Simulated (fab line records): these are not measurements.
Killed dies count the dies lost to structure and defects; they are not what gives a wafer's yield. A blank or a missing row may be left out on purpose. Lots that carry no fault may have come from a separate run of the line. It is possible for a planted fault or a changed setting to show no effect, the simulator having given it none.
A lot that was struck, set against a sound lot    flow rit_cmos    18 out of 202 route steps
Sound: the wafers L204.3, L204.4, L204.6. Struck: wafers L220.1, L220.2, L220.6. Last of all comes the cause.
For every step that has rows: the tool of each side, followed by ch and its chambers, followed by its first start. Under that, the readings that differ: sound wafers    struck wafers    difference of the means    sigmas: that difference in standard deviations of wafers without a fault.
alike: same words and numbers on both sides, and readings whose means sit less than 2 such deviations apart. not compared: any withheld reading, any reading some wafer has no value for, any bound like >300 that may hide the same value, and any number with overlapping values for which the record gives no deviation.
The two part at a step that has a row with sigmas, a row that says differs or no value, or rows on one side only. When numbers do not overlap yet have no deviation, they are printed without sigmas and do not part them. A reading that every wafer of one side lacks parts them only if that side has two wafers or more.

first, 1 step without rows for these wafers: RIT_CONTACT_HARDBAKE_10 (time 60 s).
RIT_CONTACT_ETCH_11: etches SiO2 in CHF3/CF4/Ar, stops on TiSi2, target depth 480 nm, time 320 s.
  sound on rie_diel-04 ch 1,2,3, day 3 19:09; struck on rie_diel-04 ch 0,1,3, day 7 04:09
  alike: drypump_motor_current_A, mfc_ar_sccm, oes_product_au, throttle_valve_pct
  not compared: rf_hours_counter_h
RIT_CONTACT_STRIP_12: strips in O2, time 180 s.
  sound on plasma_asher-04 ch 0,1, day 3 19:25; struck on plasma_asher-02 ch 0,1, day 7 04:21
  alike: drypump_motor_current_A
  not compared: rf_hours_counter_h
RIT_CONTACT_CD_MEAS_90 targets a cd of 1000 nm.
  sound: cd_sem-02 at day 3 19:34; struck: cd_sem-02 at day 7 04:31
  alike: cd_nm
then, 2 steps without rows for these wafers: RIT_CONTACT_CLEAN_13 (cleans in SC1, time 600 s); RIT_CONTACT_CLEAN_14 (cleans in SC2, time 600 s).
RIT_M1_SPUTTER_00: material Al, target thk 400 nm, time 500 s.
  sound: pvd_sputter-03 at day 3 20:01; struck: pvd_sputter-01 at day 7 05:01
  alike: chamber_pressure_pa, throttle_valve_pct
RIT_M1_RS_MEAS_01: the measuring method here is four-point-probe.
  sound: film_metro-04 at day 3 20:20; struck: film_metro-01 at day 7 05:18
  alike: M1_AL_RS
RIT_M1_THK_MEAS_02: measures by xrf.
  sound: film_metro-04 at day 3 20:26; struck: film_metro-01 at day 7 05:25
  alike: M1_AL_THK
then, 3 steps without rows for these wafers: RIT_M1_HMDS_03 (prime time 60 s); RIT_M1_COAT_04 (resist thk 1300 nm); RIT_M1_SOFTBAKE_05 (time 60 s).
RIT_M1_EXPOSE_06: exposes mask M12, target cd 2600 nm.
  sound on iline_stepper-01 ch 0, day 3 21:06; struck on iline_stepper-01 ch 0, day 7 06:04
reading               sound                 struck                difference  sigmas
exposure_dose_mJ_cm2  250.20 249.85 250.02  247.84 248.02 247.86  -2.12       -8
  alike: mask, focus_offset_nm, reticle_temp_C
then, 2 steps without rows for these wafers: RIT_M1_PEB_07; RIT_M1_DEVELOP_08 (develop time 68 s).
RIT_M1_CD_MEAS_09 targets a cd of 2600 nm.
  sound: cd_sem-01 at day 3 21:32; struck: cd_sem-02 at day 7 06:29
reading     sound                 struck                difference  sigmas
cd_nm (nm)  2597.8 2598.7 2600.0  2590.0 2590.7 2595.5  -6.8        -3
RIT_M1_OVL_MEAS_10:
  sound: overlay-02 at day 3 21:37; struck: overlay-02 at day 7 06:37
  alike: M1_OVL
RIT_M1_PROBE_99:
  sound: prober-02 at day 4 01:40; struck: prober-01 at day 7 09:09
reading                   sound  struck       difference  sigmas
killed_at_contacts        0 0 0  0 0 1        +0          +2
sort_bin_3_pad_short (%)  0 0 0  0.4 0.8 0.4  +0.5        +2
  alike: defect_limited_yield, killed_at_front_end, killed_dies, killed_open, killed_short, sort_bin_5_function, sort_bin_6_memory, sort_n_pass, sort_yield_pct

== WHERE THEY PART ==
First at RIT_M1_EXPOSE_06; last, within this record, at RIT_M1_PROBE_99.

WHY: the cause the simulator had injected
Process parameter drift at RIT_M1_EXPOSE_06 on iline_stepper-01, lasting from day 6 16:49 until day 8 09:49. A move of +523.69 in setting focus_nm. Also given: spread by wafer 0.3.
